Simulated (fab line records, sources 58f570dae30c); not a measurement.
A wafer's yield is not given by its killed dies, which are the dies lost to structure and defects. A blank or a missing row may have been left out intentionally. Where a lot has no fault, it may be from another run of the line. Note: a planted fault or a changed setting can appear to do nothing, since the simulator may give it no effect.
fab line records	flow berkeleyCmos170
[record] lots = 5	wafers = 23
route steps=331 shown START@3 ZERO@13 NWELL@24 PWELL@39 PFIELD@86 NVT@111 PVT@122 NLDD@166 PSD@176 NSD@187 SDANNEAL@204
startH: start of the lot's first displayed wafer, in hours after the record's first day	waitH: hours from the lot's prior step to this one	" the same as in the row above	L1.1+2: one row covering several wafers at once	- value missing, or start not given	* or withheld: withheld	< > ~ a bound
route shown NAME@n: a module of which the file shows steps, and the number in the route of the first	usual: mean/standard deviation taken from wafers without a fault	same: alike in all rows	chamber/n: place in a boat	sites: per-site readings	_std_site: standard deviation across them	_edge_site: inner sites' mean taken away from outer sites' mean	radiusMm: how far each site lies from the wafer's centre	mask NAME#n: copy n	behind: the tool/chamber that last shaped the wafer	hold: what put the lot on hold/how long, in hours/how the hold closed	device: names the non-switching transistor (n, p or np)	end of line: the tests these same wafers got at the end of their route	step lacking rows: just its recipe	killed: dies that structure and defects cost at the first sort, which is not the same as the wafer's yield	map: a wafer's dies, x killed, . not, _ none there
set.NAME: setting as actually run; set.NAME@STEP: the setting as run at that earlier step	model.NAME: the simulator's own value behind a step, which no gauge read
lots run with intentionally changed settings; tables by step, rows by wafer
[[steps]]
[step UCB170_START_OXIDATION_02]
[recipe] tempC = 950	ambient = O2	targetThkA = 200	oxTimeS = 1800
lot.wafer	tool	chamber	startH	waitH	set.oxTimeS	model.SiO2_of_START_OXIDATION_02.thkNm
L076.1	-	-	-	5.2	1934	21.24
L076.2	"	-	"	"	1934	21.27
L076.3	"	-	"	"	1934	21.08
L076.4	"	-	"	"	1934	21.11
L076.5	"	-	"	"	1934	21.45
L077.2	-	-	-	0.2	2064	21.6
L077.3	"	-	"	"	2064	21.14
L077.4	"	-	"	"	2064	21.24
L077.5	"	-	"	"	2064	21.45
L077.6	"	-	"	"	2064	21.34
L081.1	-	-	-	6.8	1661	17.95
L081.2	"	-	"	"	1661	18.43
L081.3	"	-	"	"	1661	18.29
L081.4	"	-	"	"	1661	18.38
L081.5	"	-	"	"	1661	18.4
L083.1	furnace-02	0	59.80	4.7	1800	19.91
L083.3	"	0	"	"	1800	19.68
L083.5	"	0	"	"	1800	19.86
L085.1+5+6	-	-	-	4.7	1998	22.22
L085.2	"	-	"	"	1998	22.08
L085.3	"	-	"	"	1998	22.26
[step UCB170_ZERO_STRIP_07]
[recipe] chemistry = O2	powerW = 400	pressureMtorr = 3500	platenTempC = withheld	o2FlowSccm = 400	overashFraction = 0.5
[usual] stripTimeToEndpointS = 21.49/0.062
lot.wafer	tool	chamber	startH	waitH	set.o2FlowSccm	stripTimeToEndpointS
L076.1	plasmaAsher-04	1	32.92	0.0	400	21.51
L076.2	"	0	"	"	352.3	21.97
L076.3	"	1	"	"	352.3	21.93
L076.4	"	0	"	"	352.3	21.92
L076.5	"	1	"	"	400	21.50
L077.2	plasmaAsher-04	1	33.25	0.0	364	21.74
L077.3	"	1	"	"	400	21.51
L077.4	"	0	"	"	364	21.69
L077.5	"	0	"	"	364	21.69
L077.6	"	1	"	"	400	21.44
L081.1	plasmaAsher-02	1	61.86	0.0	450.1	21.22
L081.2	"	0	"	"	400	21.54
L081.3	"	1	"	"	450.1	21.24
L081.4	"	0	"	"	400	21.50
L081.5	"	1	"	"	450.1	21.27
L083.1	plasmaAsher-04	0	66.56	0.0	400	21.39
L083.3	"	1	"	"	400	21.45
L083.5	"	1	"	"	400	21.39
L085.1	plasmaAsher-01	1	79.87	0.0	376.2	21.72
L085.2	"	0	"	"	400	21.51
L085.3	"	1	"	"	376.2	21.70
L085.5	"	1	"	"	376.2	21.67
L085.6	"	0	"	"	400	21.52
[step UCB170_NWELL_PEB_10]
[recipe] pebTempC = 130	pebTimeS = withheld	resist = KrF
lot.wafer	tool	chamber	startH	waitH	set.pebTempC
L076.1+4+5	lithoTrack-03	0	44.48	0.1	133
L076.2+3	"	0	"	"	130
L077.2+3+4+5+6	lithoTrack-01	0	44.74	0.1	130
L081.1+2+3	lithoTrack-02	0	76.77	0.3	130
L081.4+5	"	0	"	"	127.3
L083.1+3+5	lithoTrack-01	0	86.92	0.1	130
L085.1+2+6	lithoTrack-02	0	95.70	0.3	130
L085.3+5	"	0	"	"	132.3
[step UCB170_NWELL_DEVELOP_11]
[recipe] developer = TMAH	developTimeS = 45	resist = KrF	devTempC = 21
[step UCB170_NWELL_ETCH_13]
[recipe] chemistry = CH3F/Ar/O2	target = Si3N4	stopOn = SiO2	CH3F_flow_sccm = 20	Ar_flow_sccm = 50	O2_flow_sccm = 7	pressureMtorr = 50	rfW = 450	targetDepthA = 2464	overEtchFrac = 0.1	timeS = 154
lot.wafer	tool	chamber	startH	waitH	set.pebTempC@NWELL_PEB_10	model.NWELL.cdNm
L076.1	rieDiel-01	2	44.79	0.0	133	3017
L076.2	"	1	"	"	130	3000
L076.3	"	3	"	"	130	2999
L076.4	"	3	"	"	133	3018
L076.5	"	1	"	"	133	3019
L077.2	rieDiel-03	1	45.03	0.0	130	2998
L077.3	"	2	"	"	130	3001
L077.4	"	3	"	"	130	3000
L077.5+6	"	0,1	"	"	130	2999
L081.1	rieDiel-03	1	77.08	0.0	130	-
L081.2+3	"	2,3	"	"	130	2999
L081.4+5	"	0	"	"	127.3	2979
L083.1+5	rieDiel-03	3	87.24	0.0	130	2998
L083.3	"	2	"	"	130	2999
L085.1+2	rieDiel-02	3,2	96.01	0.0	130	3001
L085.3	"	0	"	"	132.3	3016
L085.5	"	2	"	"	132.3	3015
L085.6	"	3	"	"	130	3002
[step UCB170_PWELL_CVD_05]
[recipe] material = Si3N4	targetThkNm = 220	tempC = 800	precursor = SiH2Cl2/NH3	timeS = 3300	pressureMtorr = 200	sih2cl2FlowSccm = 25	nh3FlowSccm = 75
lot.wafer	tool	chamber	startH	waitH	set.pressureMtorr	model.Si3N4_of_PWELL_CVD_05.thkNm
L076.1	-	-	-	0.8	176.5	213.6
L076.2	"	-	"	"	176.5	211.7
L076.3	"	-	"	"	176.5	212.3
L076.4	"	-	"	"	176.5	212.9
L076.5	"	-	"	"	176.5	212.7
L077.2	-	-	-	0.8	182.7	217.1
L077.3	"	-	"	"	182.7	218.7
L077.4	"	-	"	"	182.7	217.9
L077.5	"	-	"	"	182.7	216.3
L077.6	"	-	"	"	182.7	217.3
L081.1+5	-	-	-	0.0	170.7	205.9
L081.2+4	"	-	"	"	170.7	206.9
L081.3	"	-	"	"	170.7	208.2
L083.1	lpcvd-01	1	105.27	0.0	200	221.4
L083.3	"	1	"	"	200	223.2
L083.5	"	1	"	"	200	223
L085.1	-	-	-	0.7	192	218.1
L085.2	"	-	"	"	192	216.4
L085.3	"	-	"	"	192	217.7
L085.5	"	-	"	"	192	217.3
L085.6	"	-	"	"	192	218.4
[step UCB170_PFIELD_IMPLANT_07]
[recipe] species = B	doseCm2 = 2e+13	energyKev = 80	tiltDeg = 7
lot.wafer	tool	chamber	startH	waitH	set.energyKev	model.implant.rpNm	model.implant.drpNm
L077.2+4+6	implanter-02	0	106.62	0.0	78.26	251.5	74.07
L077.3+5	"	0	"	"	80	256	74.86
L076.1+3+5	implanter-03	0	106.98	0.0	80	261.8	74.86
L076.2+4	"	0	"	"	82.94	269.7	76.13
L081.1+2+3+4+5	implanter-03	0	132.68	0.0	80	263.9	74.86
L083.1+3+5	implanter-02	0	142.97	0.0	80	261.8	74.86
L085.1+2	implanter-03	0	160.26	0.0	80	268.8	74.86
L085.3+5+6	"	0	"	"	75.32	256.3	72.68
[step UCB170_NVT_IMPLANT_07]
[recipe] species = BF2	doseCm2 = 3e+12	energyKev = 50	tiltDeg = 7
lot.wafer	tool	chamber	startH	waitH	set.doseCm2
L076.1+3+4	implanter-04	0	141.87	0.0	3e+12
L076.2+5	"	0	"	"	3.218e+12
L077.2+3	implanter-04	0	142.72	0.0	2.92e+12
L077.4+5+6	"	0	"	"	3e+12
L081.1+2+3+4+5	implanter-04	0	175.63	0.0	3e+12
L083.1+3+5	implanter-01	0	190.54	0.0	3e+12
L085.1+2+3	implanter-04	0	210.29	0.0	3e+12
L085.5+6	"	0	"	"	2.83e+12
[step UCB170_NVT_STRIP_08]
[recipe] chemistry = O2	powerW = 400	pressureMtorr = 3500	platenTempC = withheld	o2FlowSccm = 400	overashFraction = 0.5
[step UCB170_NVT_TW_MEAS_09]
[usual] NVT_TW = 522.9/2.2
lot.wafer	tool	chamber	startH	waitH	set.doseCm2@NVT_IMPLANT_07	NVT_TW
L076.1	filmMetro-02	-	142.12	0.1	3e+12	522.2
L076.2	"	-	"	"	3.218e+12	538.4
L076.3	"	-	"	"	3e+12	525.6
L076.4	"	-	"	"	3e+12	520.7
L076.5	"	-	"	"	3.218e+12	532.7
L077.2	filmMetro-03	-	142.95	0.1	2.92e+12	520.7
L077.3	"	-	"	"	2.92e+12	517.7
L077.4	"	-	"	"	3e+12	527.3
L077.5	"	-	"	"	3e+12	525.5
L077.6	"	-	"	"	3e+12	526.4
L081.1	filmMetro-02	-	175.88	0.1	3e+12	523.5
L081.2	"	-	"	"	3e+12	523.7
L081.3	"	-	"	"	3e+12	523.0
L081.4	"	-	"	"	3e+12	526.6
L081.5	"	-	"	"	3e+12	523.6
L083.1	filmMetro-04	-	190.79	0.1	3e+12	523.1
L083.3	"	-	"	"	3e+12	523.5
L083.5	"	-	"	"	3e+12	521.5
L085.1	filmMetro-04	-	210.54	0.1	3e+12	523.3
L085.2	"	-	"	"	3e+12	524.0
L085.3	"	-	"	"	3e+12	521.1
L085.5	"	-	"	"	2.83e+12	508.3
L085.6	"	-	"	"	2.83e+12	514.2
[step UCB170_PVT_IMPLANT_07]
[recipe] species = P	doseCm2 = 2e+12	energyKev = 30	tiltDeg = 7
lot.wafer	tool	chamber	startH	waitH	set.doseCm2
L076.1+2+4	implanter-02	0	144.14	0.0	2e+12
L076.3+5	"	0	"	"	2.092e+12
L077.2+3+6	implanter-04	0	145.02	0.0	1.941e+12
L077.4+5	"	0	"	"	2e+12
L081.1+2+3+4+5	implanter-03	0	177.45	0.0	2e+12
L083.1+3+5	implanter-03	0	191.90	0.0	2e+12
L085.1+3+6	implanter-03	0	212.33	0.0	2.08e+12
L085.2+5	"	0	"	"	2e+12
[step UCB170_PVT_STRIP_08]
[recipe] chemistry = O2	powerW = 400	pressureMtorr = 3500	platenTempC = withheld	o2FlowSccm = 400	overashFraction = 0.5
[step UCB170_PVT_TW_MEAS_09]
[usual] PVT_TW = 505.8/2.6
lot.wafer	tool	chamber	startH	waitH	set.doseCm2@PVT_IMPLANT_07	PVT_TW
L076.1	filmMetro-04	-	144.39	0.1	2e+12	510.3
L076.2	"	-	"	"	2e+12	506.1
L076.3	"	-	"	"	2.092e+12	513.5
L076.4	"	-	"	"	2e+12	506.5
L076.5	"	-	"	"	2.092e+12	514.9
L077.2	filmMetro-04	-	145.25	0.1	1.941e+12	503.1
L077.3	"	-	"	"	1.941e+12	502.1
L077.4	"	-	"	"	2e+12	508.9
L077.5	"	-	"	"	2e+12	507.1
L077.6	"	-	"	"	1.941e+12	503.1
L081.1	filmMetro-03	-	177.70	0.1	2e+12	503.8
L081.2	"	-	"	"	2e+12	504.5
L081.3	"	-	"	"	2e+12	504.2
L081.4	"	-	"	"	2e+12	501.7
L081.5	"	-	"	"	2e+12	502.5
L083.1	filmMetro-01	-	192.15	0.1	2e+12	507.5
L083.3	"	-	"	"	2e+12	509.4
L083.5	"	-	"	"	2e+12	505.4
L085.1	filmMetro-04	-	212.58	0.1	2.08e+12	510.2
L085.2	"	-	"	"	2e+12	503.7
L085.3	"	-	"	"	2.08e+12	513.3
L085.5	"	-	"	"	2e+12	504.5
L085.6	"	-	"	"	2.08e+12	509.4
[step UCB170_NLDD_IMPLANT_08]
[recipe] species = As	doseCm2 = 5e+13	energyKev = 30	tiltDeg = 7	rotationDeg = 0
lot.wafer	tool	chamber	startH	waitH	set.energyKev	model.implant.rpNm	model.implant.drpNm
L077.2+4+6	implanter-02	0	168.18	0.0	30	21.61	9.611
L077.3+5	"	0	"	"	28.24	20.64	9.198
L076.1+4	implanter-02	0	168.98	0.0	30.63	21.55	9.758
L076.2+3+5	"	0	"	"	30	21.21	9.611
L081.1+3	implanter-02	0	208.85	0.0	31.79	22.32	10.03
L081.2+4+5	"	0	"	"	30	21.35	9.611
L083.1+3+5	implanter-02	0	214.79	0.0	30	20.98	9.611
L085.1+6	implanter-03	0	232.33	0.0	30	21.86	9.611
L085.2+3+5	"	0	"	"	30.78	22.3	9.793
[step UCB170_PSD_COAT_01]
[recipe] resist = KrF	spinRpm = 1500	resistThkNm = 900
lot.wafer	tool	chamber	startH	waitH	set.resistThkNm	model.KrF_of_PSD_COAT_01.thkNm
L077.2	lithoTrack-04	0	176.75	0.1	884.4	885
L077.3+5	"	0	"	"	900	901.8
L077.4	"	0	"	"	900	903.1
L077.6	"	0	"	"	884.4	883.7
L076.1	lithoTrack-04	0	177.18	0.1	900	901.8
L076.2	"	0	"	"	915.1	912.8
L076.3	"	0	"	"	915.1	912.5
L076.4	"	0	"	"	900	900.6
L076.5	"	0	"	"	900	901.4
L081.1	lithoTrack-01	0	216.54	0.1	859.4	860
L081.2	"	0	"	"	859.4	856.6
L081.3	"	0	"	"	859.4	856.7
L081.4	"	0	"	"	900	899.9
L081.5	"	0	"	"	900	897.8
L083.1	lithoTrack-04	0	221.93	0.1	900	902.8
L083.3	"	0	"	"	900	901.1
L083.5	"	0	"	"	900	900
L085.1	lithoTrack-02	0	238.69	0.1	900	899.9
L085.2	"	0	"	"	849.3	847.9
L085.3	"	0	"	"	900	900.1
L085.5	"	0	"	"	900	898
L085.6	"	0	"	"	849.3	848.7
[step UCB170_PSD_IMPLANT_08]
[recipe] species = B	doseCm2 = 3e+15	energyKev = 20	tiltDeg = 7
lot.wafer	tool	chamber	startH	waitH	set.doseCm2
L077.2+5	implanter-02	0	177.93	0.0	2.877e+15
L077.3+4+6	"	0	"	"	3e+15
L076.1+2+3+4+5	implanter-04	0	178.38	0.0	3e+15
L081.1+5	implanter-04	0	218.00	0.0	3e+15
L081.2+3+4	"	0	"	"	3.117e+15
L083.1+3+5	implanter-01	0	222.91	0.0	3e+15
L085.1+5	implanter-04	0	240.14	0.0	3e+15
L085.2+3+6	"	0	"	"	3.192e+15
[step UCB170_PSD_STRIP_09]
[recipe] chemistry = O2	powerW = 400	pressureMtorr = 3500	platenTempC = withheld	o2FlowSccm = 400	overashFraction = 0.5
[usual] stripTimeToEndpointS = 29.39/0.074
lot.wafer	tool	chamber	startH	waitH	set.resistThkNm@PSD_COAT_01	set.doseCm2@PSD_IMPLANT_08	stripTimeToEndpointS
L077.2	plasmaAsher-04	1	178.06	0.1	884.4	2.877e+15	28.45
L077.3	"	1	"	"	900	3e+15	29.33
L077.4	"	0	"	"	900	3e+15	29.39
L077.5	"	1	"	"	900	2.877e+15	28.87
L077.6	"	0	"	"	884.4	3e+15	28.88
L076.1	plasmaAsher-03	0	178.53	0.1	900	3e+15	29.37
L076.2	"	1	"	"	915.1	3e+15	29.65
L076.3	"	1	"	"	915.1	3e+15	29.60
L076.4	"	0	"	"	900	3e+15	29.36
L076.5	"	1	"	"	900	3e+15	29.33
L081.1	plasmaAsher-02	0	218.15	0.1	859.4	3e+15	28.37
L081.2	"	1	"	"	859.4	3.117e+15	28.71
L081.3	"	0	"	"	859.4	3.117e+15	28.71
L081.4	"	1	"	"	900	3.117e+15	29.78
L081.5	"	0	"	"	900	3e+15	29.26
L083.1	plasmaAsher-02	0	223.06	0.1	900	3e+15	29.44
L083.3	"	0	"	"	900	3e+15	29.34
L083.5	"	1	"	"	900	3e+15	29.34
L085.1	plasmaAsher-02	0	240.29	0.1	900	3e+15	29.37
L085.2	"	1	"	"	849.3	3.192e+15	28.81
L085.3	"	1	"	"	900	3.192e+15	30.07
L085.5	"	1	"	"	900	3e+15	29.33
L085.6	"	0	"	"	849.3	3.192e+15	28.81
[step UCB170_PSD_TW_MEAS_10]
[usual] PSD_TW = 2321/12
lot.wafer	tool	chamber	startH	waitH	set.doseCm2@PSD_IMPLANT_08	PSD_TW
L077.2	filmMetro-01	-	178.17	0.1	2.877e+15	2270
L077.3	"	-	"	"	3e+15	2322
L077.4	"	-	"	"	3e+15	2295
L077.5	"	-	"	"	2.877e+15	2286
L077.6	"	-	"	"	3e+15	2306
L076.1	filmMetro-02	-	178.63	0.1	3e+15	2315
L076.2	"	-	"	"	3e+15	2324
L076.3	"	-	"	"	3e+15	2318
L076.4	"	-	"	"	3e+15	2326
L076.5	"	-	"	"	3e+15	2330
L081.1	filmMetro-01	-	218.25	0.1	3e+15	2306
L081.2	"	-	"	"	3.117e+15	2342
L081.3	"	-	"	"	3.117e+15	2330
L081.4	"	-	"	"	3.117e+15	2345
L081.5	"	-	"	"	3e+15	2320
L083.1	filmMetro-04	-	223.16	0.1	3e+15	2317
L083.3	"	-	"	"	3e+15	2297
L083.5	"	-	"	"	3e+15	2316
L085.1	filmMetro-02	-	240.39	0.1	3e+15	2325
L085.2	"	-	"	"	3.192e+15	2381
L085.3	"	-	"	"	3.192e+15	2366
L085.5	"	-	"	"	3e+15	2334
L085.6	"	-	"	"	3.192e+15	2365
[step UCB170_PSD_CLEAN_11]
[recipe] chemistry = SPM	tempC = 120	timeS = 600
[step UCB170_NSD_HMDS_00]
[recipe] primeTimeS = 60	primeTempC = 100
[step UCB170_SDANNEAL_RTA_00]
[recipe] tempC = 900	timeS = 10	ambient = N2
[step UCB170_SDANNEAL_RTA_01]
[recipe] tempC = 1050	timeS = 5	ambient = N2
[step UCB170_SDANNEAL_RS_MEAS_02]
[recipe] thkMeasGauge = four-point-probe
[usual] PSD_RS = 75.70/0.27
lot.wafer	tool	chamber	startH	waitH	set.doseCm2@PSD_IMPLANT_08	PSD_RS[ohm/sq]
L077.2	filmMetro-04	-	182.04	0.1	2.877e+15	78.82
L077.3	"	-	"	"	3e+15	76.15
L077.4	"	-	"	"	3e+15	75.85
L077.5	"	-	"	"	2.877e+15	78.71
L077.6	"	-	"	"	3e+15	76.22
L076.1	filmMetro-01	-	182.66	0.1	3e+15	75.86
L076.2	"	-	"	"	3e+15	75.49
L076.3	"	-	"	"	3e+15	75.84
L076.4	"	-	"	"	3e+15	75.52
L076.5	"	-	"	"	3e+15	75.96
L081.1	filmMetro-01	-	222.78	0.0	3e+15	75.96
L081.2	"	-	"	"	3.117e+15	73.69
L081.3	"	-	"	"	3.117e+15	73.64
L081.4	"	-	"	"	3.117e+15	73.74
L081.5	"	-	"	"	3e+15	76.05
L083.1	filmMetro-01	-	226.25	0.0	3e+15	75.16
L083.3	"	-	"	"	3e+15	75.71
L083.5	"	-	"	"	3e+15	75.52
L085.1	filmMetro-02	-	245.67	0.0	3e+15	75.56
L085.2	"	-	"	"	3.192e+15	71.98
L085.3	"	-	"	"	3.192e+15	72.00
L085.5	"	-	"	"	3e+15	75.57
L085.6	"	-	"	"	3.192e+15	72.39
[step UCB170_SDANNEAL_RS_MEAS_05]
[recipe] thkMeasGauge = four-point-probe
[usual] NLDD_RS = 616.2/1
lot.wafer	tool	chamber	startH	waitH	set.energyKev@NLDD_IMPLANT_08	NLDD_RS[ohm/sq]
L077.2	filmMetro-04	-	182.40	0.1	30	614.4
L077.3	"	-	"	"	28.24	620.5
L077.4	"	-	"	"	30	616.5
L077.5	"	-	"	"	28.24	619.8
L077.6	"	-	"	"	30	617.1
L076.1	filmMetro-01	-	183.02	0.1	30.63	612.0
L076.2	"	-	"	"	30	614.6
L076.3	"	-	"	"	30	616.6
L076.4	"	-	"	"	30.63	613.0
L076.5	"	-	"	"	30	615.1
L081.1	filmMetro-01	-	223.14	0.1	31.79	612.4
L081.2	"	-	"	"	30	616.7
L081.3	"	-	"	"	31.79	611.8
L081.4	"	-	"	"	30	615.2
L081.5	"	-	"	"	30	617.6
L083.1	filmMetro-01	-	226.61	0.1	30	614.3
L083.3	"	-	"	"	30	614.5
L083.5	"	-	"	"	30	616.1
L085.1	filmMetro-02	-	246.03	0.1	30	615.5
L085.2	"	-	"	"	30.78	615.2
L085.3	"	-	"	"	30.78	614.9
L085.5	"	-	"	"	30.78	615.1
L085.6	"	-	"	"	30	616.4
[[key]]
[split] step = UCB170_START_OXIDATION_02	setting = oxTimeS	stated = 1800	by = lot
[response] step = UCB170_START_OXIDATION_02	reading = model.SiO2_of_START_OXIDATION_02.thkNm	change = +0.161	per = 1%	r = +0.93
[split] step = UCB170_ZERO_STRIP_07	setting = o2FlowSccm	stated = 400	by = wafer
[response] step = UCB170_ZERO_STRIP_07	reading = stripTimeToEndpointS	change = *	per = 1%	r = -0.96
[split] step = UCB170_NWELL_PEB_10	setting = pebTempC	stated = 130	by = wafer
[response] step = UCB170_NWELL_ETCH_13	reading = model.NWELL.cdNm	change = +8.46	per = 1%	r = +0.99
[split] step = UCB170_PWELL_CVD_05	setting = pressureMtorr	stated = 200	by = lot
[response] step = UCB170_PWELL_CVD_05	reading = model.Si3N4_of_PWELL_CVD_05.thkNm	change = +0.964	per = 1%	r = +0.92
[split] step = UCB170_PFIELD_IMPLANT_07	setting = energyKev	stated = 80	by = wafer
[response] step = UCB170_PFIELD_IMPLANT_07	reading = model.implant.rpNm	change = +2.13	per = 1%	r = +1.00
[response] step = UCB170_PFIELD_IMPLANT_07	reading = model.implant.drpNm	change = +0.365	per = 1%	r = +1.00
[split] step = UCB170_NVT_IMPLANT_07	setting = doseCm2	stated = 3e+12	by = wafer
[response] step = UCB170_NVT_TW_MEAS_09	reading = NVT_TW	change = +1.93	per = 1%	r = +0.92
[split] step = UCB170_PVT_IMPLANT_07	setting = doseCm2	stated = 2e+12	by = wafer
[response] step = UCB170_PVT_TW_MEAS_09	reading = PVT_TW	change = +1.59	per = 1%	r = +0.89
[split] step = UCB170_NLDD_IMPLANT_08	setting = energyKev	stated = 30	by = wafer
[response] step = UCB170_NLDD_IMPLANT_08	reading = model.implant.rpNm	change = +0.164	per = 1%	r = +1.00
[response] step = UCB170_NLDD_IMPLANT_08	reading = model.implant.drpNm	change = +0.0702	per = 1%	r = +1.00
[response] step = UCB170_SDANNEAL_RS_MEAS_05	reading = NLDD_RS	change = -0.723	per = 1%	r = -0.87
[split] step = UCB170_PSD_COAT_01	setting = resistThkNm	stated = 900	by = wafer
[response] step = UCB170_PSD_COAT_01	reading = model.KrF_of_PSD_COAT_01.thkNm	change = +9.03	per = 1%	r = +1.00
[response] step = UCB170_PSD_STRIP_09	reading = stripTimeToEndpointS	slope = *	per = 1%	togetherWith = doseCm2@PSD_IMPLANT_08	explained = 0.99
[split] step = UCB170_PSD_IMPLANT_08	setting = doseCm2	stated = 3e+15	by = wafer
[response] step = UCB170_PSD_TW_MEAS_10	reading = PSD_TW	change = +6.66	per = 1%	r = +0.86
[response] step = UCB170_SDANNEAL_RS_MEAS_02	reading = PSD_RS	change = -0.577	per = 1%	r = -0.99
[response] step = UCB170_PSD_STRIP_09	reading = stripTimeToEndpointS	slope = *	per = 1%	togetherWith = resistThkNm@PSD_COAT_01	explained = 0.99
